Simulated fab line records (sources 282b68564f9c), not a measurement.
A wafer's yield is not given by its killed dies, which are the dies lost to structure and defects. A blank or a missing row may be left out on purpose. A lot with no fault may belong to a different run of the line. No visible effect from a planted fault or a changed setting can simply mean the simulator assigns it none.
Code-filled problem report in 8D (eight disciplines) form | flow rit-cmos | the parts of the form that need people (team, actions taken, sign-off) are left out

== 1. PROBLEM STATEMENT ==
Mean ACTIVE_OXIDE_THK at RIT_ACTIVE_THK_MEAS_02: 73.7 nm over 6 wafers in 2 lots; fault-free wafers: 48.1 nm, standard deviation 0.81. That puts it +32 standard deviations away from the usual mean.
First seen on wafer L292.3, day 5 01:13, on film-metro-03. The record holds 42 wafers of 14 lots with a number at this step. Rule for "out", or "out of limits": more than 4 standard deviations from the usual mean. All remaining wafers that have a number are taken as sound.

== 2. WHAT IT IS AND WHAT IT IS NOT ==
question                    | is                           | is not
which readings at this step | ACTIVE_OXIDE_THK             | -
which lots                  | L292, L293                   | L276, L277, L278, L279, L280, L281, L283, L285, L287, L295, L296, L298
which wafers of those lots  | all that have a number       | -
read on which gauges        | film-metro-03, film-metro-04 | film-metro-02
when                        | from day 5 01:13             | up to then (27 sound wafers); but 9 sound wafers of L295, L296, L298 came after

== 3. THE SUSPECTS, EACH WITH WHAT RULES IT OUT ==
Counting: a tool at a process step up to the reading stays a suspect if it ran every lot that is out and no sound lot after the first of them.
- the gauge at RIT_ACTIVE_THK_MEAS_02: ruled out. Those wafers that are out were read across 2 gauges (film-metro-03, film-metro-04).
- furnace-02 at RIT_ACTIVE_OXIDATION_01 (target thk 46.8 nm, ox time 3360 s): kept. It processed each lot that is out, first L292 at day 4 23:16, and no sound lot thereafter; up to then, the last sound lot it processed was L287 at day 3 22:07.
Left after counting: furnace-02 at RIT_ACTIVE_OXIDATION_01.

== 4. THE CAUSE (what the simulator had put in) ==
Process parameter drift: furnace-02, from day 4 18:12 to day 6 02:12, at RIT_ACTIVE_OXIDATION_01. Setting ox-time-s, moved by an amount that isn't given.
Counting left only this tool.

== 5. SEQUENCE OF EFFECTS, ordered by route ==
One row per reading whose mean, taken over the struck wafers that have a number, lies over 3 standard deviations from the usual. Only readings whose record carries a usual standard deviation are examined. hours: median over the lots of the time between each lot's start at the first step of this table that gives one and its start at this step. sigmas: the change, counted in usual standard deviations.
hours | step                   | reading          | usual   | on struck wafers | change | sigmas
0     | RIT_ACTIVE_THK_MEAS_02 | ACTIVE_OXIDE_THK | 48.1 nm | 73.7             | +25.6  | +32

== 6. WHAT WOULD HAVE CAUGHT IT SOONER ==
In this record the first reading out of limits at a measuring or inspecting step was taken at day 5 01:13, 7 hours after the fault began at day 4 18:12.
An alarm limit of 4 standard deviations would not have fired on the tool readings at RIT_ACTIVE_OXIDATION_01 for which the record gives a usual standard deviation, since none of them was out on any struck wafer.
Among the 2 lots that are out, L293 began RIT_ACTIVE_OXIDATION_01 on furnace-02 after day 5 01:13. It would have been spared by a hold on the tool at that moment.
